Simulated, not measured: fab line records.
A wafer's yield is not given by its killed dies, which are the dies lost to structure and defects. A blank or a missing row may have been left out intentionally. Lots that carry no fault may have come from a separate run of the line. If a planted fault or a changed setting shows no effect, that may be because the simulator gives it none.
Split-lot study	flow rit_cmos	on a route of 202 steps: 5 lots, 23 wafers read

## THE SPLIT
At RIT_NSD_COAT_01 (resist thk 1000 nm), the setting spin_rpm was moved away from the recipe's 3250 rpm on 10 of the 23 wafers read, by -5.6% to +7.4%. For the rest of the wafers, this setting stayed at what the recipe calls for.

## FROM THE SPLIT TO THE READING: what the file shows between them, 3 steps
- RIT_NSD_SOFTBAKE_02: time 60 s
- RIT_NSD_EXPOSE_03: exposes mask M9, target cd 40700 nm
- RIT_NSD_DEVELOP_05: develop time 50 s

## THE READING
NOVOLAK_of_NSD_COAT_01.thk_nm (the simulator's own value, which no gauge read), in nm, at RIT_NSD_HARDBAKE_07 (time 60 s). The file gives no usual value for it. Here, 13 wafers ran the recipe; their average is 886.6 nm with a standard deviation of 2.5 nm.

wafer	tool, chamber at the split	spin_rpm as run, rpm	against the recipe	NOVOLAK_of_NSD_COAT_01.thk_nm, nm	against lot-mates on the recipe
L074.1	litho_track-03, 0	3067	-5.6%	908.4	+24.8
L074.2	litho_track-03, 0	3250	recipe	883	-
L074.3	litho_track-03, 0	3067	-5.6%	908.9	+25.2
L074.4	litho_track-03, 0	3067	-5.6%	906.6	+23.0
L074.5	litho_track-03, 0	3250	recipe	884.3	-
L082.2	litho_track-04, 0	3250	recipe	890.5	-
L082.4	litho_track-04, 0	3250	recipe	888.8	-
L082.5	litho_track-04, 0	3250	recipe	889.8	-
L083.1	litho_track-03, 0	3250	recipe	890.5	-
L083.3	litho_track-03, 0	3250	recipe	885.2	-
L083.4	litho_track-03, 0	3491	+7.4%	858.6	-29.2
L083.5	litho_track-03, 0	3491	+7.4%	854.8	-33.1
L083.6	litho_track-03, 0	3491	+7.4%	857.4	-30.5
L084.2	litho_track-03, 0	3450	+6.2%	859	-27.2
L084.3	litho_track-03, 0	3250	recipe	887	-
L084.4	litho_track-03, 0	3250	recipe	886.1	-
L084.5	litho_track-03, 0	3450	+6.2%	858.4	-27.8
L084.6	litho_track-03, 0	3250	recipe	885.4	-
L085.1	litho_track-04, 0	3250	recipe	887.5	-
L085.2	litho_track-04, 0	3250	recipe	883.5	-
L085.3	litho_track-04, 0	3424	+5.4%	862.1	-23.0
L085.4	litho_track-04, 0	3250	recipe	884.4	-
L085.6	litho_track-04, 0	3424	+5.4%	861.8	-23.3

THE FIT
A straight line over all 23 wafers: NOVOLAK_of_NSD_COAT_01.thk_nm changes by -4.1 nm for each +1% of spin_rpm; r = -0.99; the points scatter about the line by 2.4 nm.
The same after taking each lot's own level away (the mean of its wafers on the recipe; 23 wafers): -4.29 nm for each +1%; r = -1.00; scatter 1.4 nm.
According to that fit, moving spin_rpm by its largest amount changes the reading by 32 nm.
From 883.65 to 889.70 nm: that is the span of the lots' own levels, equal to 2.4 times the standard deviation above.
The two slopes are in agreement: the lot-to-lot level therefore moves the slope only a little.
Check: for one of the wafers moved furthest among these (+7.4%), held out of the fit, the line's prediction against its lot-mates is -32.2 nm. It came out at -29.2 nm against them.

## FURTHER SPLITS ON THESE WAFERS
These wafers also went through other splits before the reading. Each is held against what the fit with the lots' levels taken away leaves over:
other split on the same wafers	wafers away from the commonest value	r with NOVOLAK_of_NSD_COAT_01.thk_nm (lot level and that fit taken away)
RIT_FOX1_OXIDATION_00 ox_time_s	18	+0.03
RIT_NWELL_COAT_01 resist_thk_nm	6	+0.06
RIT_NRETRO_SOFTBAKE_02 temp_c	9	+0.23
RIT_NRETRO_IMPLANT_08 energy_kev	5	+0.12
RIT_GATE_OXIDATION_05 ox_time_s	18	-0.14
RIT_GATE_EXPOSE_13 dose_mj	8	-0.09
RIT_PLDD_IMPLANT_08 dose_cm2	9	-0.04
RIT_PLDD_STRIP_09 o2_flow_sccm	8	+0.32

## THE WHOLE CHAIN: every reading that the file lists as answering this split, in the file's order
step	what it does	reading	change (the file's fit)	r (the file's)
RIT_NSD_COAT_01	resist thk 1000 nm	NOVOLAK_of_NSD_COAT_01.thk_nm (the simulator's own value, which no gauge read)	-4.92 nm for each +1% of the setting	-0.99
RIT_NSD_HARDBAKE_07	time 60 s	NOVOLAK_of_NSD_COAT_01.thk_nm (the simulator's own value, which no gauge read)	-4.3 nm for each +1% of the setting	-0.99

## THE FILE'S OWN FIT
NOVOLAK_of_NSD_COAT_01.thk_nm changes by -4.3 nm for each +1% of spin_rpm, r = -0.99.
